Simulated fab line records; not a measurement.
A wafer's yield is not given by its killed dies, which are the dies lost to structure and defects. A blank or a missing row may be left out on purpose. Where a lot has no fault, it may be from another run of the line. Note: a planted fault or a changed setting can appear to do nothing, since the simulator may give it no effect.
Which tool is to blame? || flow berkeleyCmos170 || 13 lots, 39 wafers sampled, at 3 steps of a route of 331

== WHAT THE GAUGES READ, wafer by wafer ==
UCB170_NWELL_THK_MEAS_02.
{"lot": "L972", "measured": "day 1 23:56", "on": "filmMetro-02", "NWELL_OXIDE_THK (nm)": "26.3 26.8 26.9"}
{"lot": "L973", "measured": "day 2 06:35", "on": "filmMetro-04", "NWELL_OXIDE_THK (nm)": "27.0 26.7 27.2"}
{"lot": "L974", "measured": "day 2 15:09", "on": "filmMetro-02", "NWELL_OXIDE_THK (nm)": "26.1 26.0 26.3"}
{"lot": "L976", "measured": "day 2 20:29", "on": "filmMetro-04", "NWELL_OXIDE_THK (nm)": "26.9 27.1 27.2"}
{"lot": "L975", "measured": "day 2 20:30", "on": "filmMetro-03", "NWELL_OXIDE_THK (nm)": "26.8 26.0 26.8"}
{"lot": "L977", "measured": "day 3 06:13", "on": "filmMetro-04", "NWELL_OXIDE_THK (nm)": "26.7 26.3 27.0"}
{"lot": "L979", "measured": "day 3 14:11", "on": "filmMetro-04", "NWELL_OXIDE_THK (nm)": "27.0 26.4 26.3"}
{"lot": "L986", "measured": "day 4 23:24", "on": "filmMetro-04", "NWELL_OXIDE_THK (nm)": "26.3 26.6 26.0"}
{"lot": "L987", "measured": "day 5 09:44", "on": "filmMetro-03", "NWELL_OXIDE_THK (nm)": "25.8 26.1 26.5"}
{"lot": "L988", "measured": "day 5 14:54", "on": "filmMetro-04", "NWELL_OXIDE_THK (nm)": "25.9 26.3 26.1"}
{"lot": "L989", "measured": "day 5 14:55", "on": "filmMetro-02", "NWELL_OXIDE_THK (nm)": "25.8 26.5 26.3"}
{"lot": "L991", "measured": "day 5 20:26", "on": "filmMetro-04", "NWELL_OXIDE_THK (nm)": "27.0 27.0 26.9"}
{"lot": "L994", "measured": "day 6 17:04", "on": "filmMetro-03", "NWELL_OXIDE_THK (nm)": "26.2 26.1 26.3"}

UCB170_NWELL_OVL_MEAS_12.
{"lot": "L972", "measured": "day 2 09:17", "on": "overlay-01", "NWELL_OVL (nm)": "4 -3 2"}
{"lot": "L973", "measured": "day 2 13:47", "on": "overlay-01", "NWELL_OVL (nm)": "3 4 1"}
{"lot": "L974", "measured": "day 3 00:58", "on": "overlay-01", "NWELL_OVL (nm)": "2 9 6"}
{"lot": "L976", "measured": "day 3 05:19", "on": "overlay-01", "NWELL_OVL (nm)": "-2 5 -6"}
{"lot": "L975", "measured": "day 3 05:04", "on": "overlay-02", "NWELL_OVL (nm)": "1 -3 1"}
{"lot": "L977", "measured": "day 3 11:43", "on": "overlay-01", "NWELL_OVL (nm)": "2 2 -4"}
{"lot": "L979", "measured": "day 4 00:17", "on": "overlay-01", "NWELL_OVL (nm)": "-2 -3 -6"}
{"lot": "L986", "measured": "day 5 09:40", "on": "overlay-02", "NWELL_OVL (nm)": "5 4 5"}
{"lot": "L987", "measured": "day 5 18:40", "on": "overlay-02", "NWELL_OVL (nm)": "1 0 2"}
{"lot": "L988", "measured": "day 5 23:35", "on": "overlay-01", "NWELL_OVL (nm)": "-11 -5 -9"}
{"lot": "L989", "measured": "day 5 23:28", "on": "overlay-02", "NWELL_OVL (nm)": "-4 0 0"}
{"lot": "L991", "measured": "day 6 08:55", "on": "overlay-01", "NWELL_OVL (nm)": "-5 -6 -10"}
{"lot": "L994", "measured": "day 7 00:41", "on": "overlay-01", "NWELL_OVL (nm)": "5 9 3"}

UCB170_PWELL_TW_MEAS_17.
{"lot": "L972", "measured": "day 3 07:46", "on": "filmMetro-02", "PWELL_TW": "385 384 383"}
{"lot": "L973", "measured": "day 3 08:01", "on": "filmMetro-02", "PWELL_TW": "383 384 383"}
{"lot": "L974", "measured": "day 4 01:24", "on": "filmMetro-02", "PWELL_TW": "381 385 382"}
{"lot": "L976", "measured": "day 4 01:39", "on": "filmMetro-03", "PWELL_TW": "385 383 385"}
{"lot": "L975", "measured": "day 4 01:56", "on": "filmMetro-01", "PWELL_TW": "377 378 377"}
{"lot": "L977", "measured": "day 4 10:22", "on": "filmMetro-02", "PWELL_TW": "383 382 382"}
{"lot": "L979", "measured": "day 4 19:21", "on": "filmMetro-02", "PWELL_TW": "382 382 383"}
{"lot": "L986", "measured": "day 6 10:13", "on": "filmMetro-01", "PWELL_TW": "375 373 377"}
{"lot": "L987", "measured": "day 6 13:54", "on": "filmMetro-01", "PWELL_TW": "375 379 377"}
{"lot": "L988", "measured": "day 6 14:10", "on": "filmMetro-02", "PWELL_TW": "384 382 383"}
{"lot": "L989", "measured": "day 6 14:05", "on": "filmMetro-03", "PWELL_TW": "388 387 388"}
{"lot": "L991", "measured": "day 7 02:38", "on": "filmMetro-03", "PWELL_TW": "387 387 390"}
{"lot": "L994", "measured": "day 7 23:04", "on": "filmMetro-03", "PWELL_TW": "388 388 388"}

== WHAT TOOL EACH LOT RAN ON (gives the tool, then ch and the chambers of the sampled wafers, and finally the start) ==
Before these readings, the record contains no process step.

== AS READ BY THE TOOLS THEMSELVES (means over the sampled wafers that have a number; for cases with no such wafer, the mark the record gives instead) ==
The record holds no such reading with a usual standard deviation.

== THE ANSWER, worked out from the rows above alone ==
Rule: what is usual is taken from the lots themselves. The widest of any qualifying gaps counts: lots, ordered by their means at a reading, are off when they make up no more than a third of the lots, leave a main group of 4 or more, and stand apart from it by 3 or more times the standard deviation of that group's means. Not used: any main group whose means are identical at the precision the tables above print for the reading. Also off: a lot with no number at a reading for which 4 or more lots have one. The other lots that the step has rows for count as sound. After the gauges, taken in route order, come the tools' own readings; for these a lot's mean is taken, as printed above. The first step at which some lot is off is used, and at that step the reading that is off furthest; a lot without a number counts as furthest.
No lot is off on any of the readings shown, so nothing can be concluded from this.

== WHAT WAS PUT IN BY THE SIMULATOR ==
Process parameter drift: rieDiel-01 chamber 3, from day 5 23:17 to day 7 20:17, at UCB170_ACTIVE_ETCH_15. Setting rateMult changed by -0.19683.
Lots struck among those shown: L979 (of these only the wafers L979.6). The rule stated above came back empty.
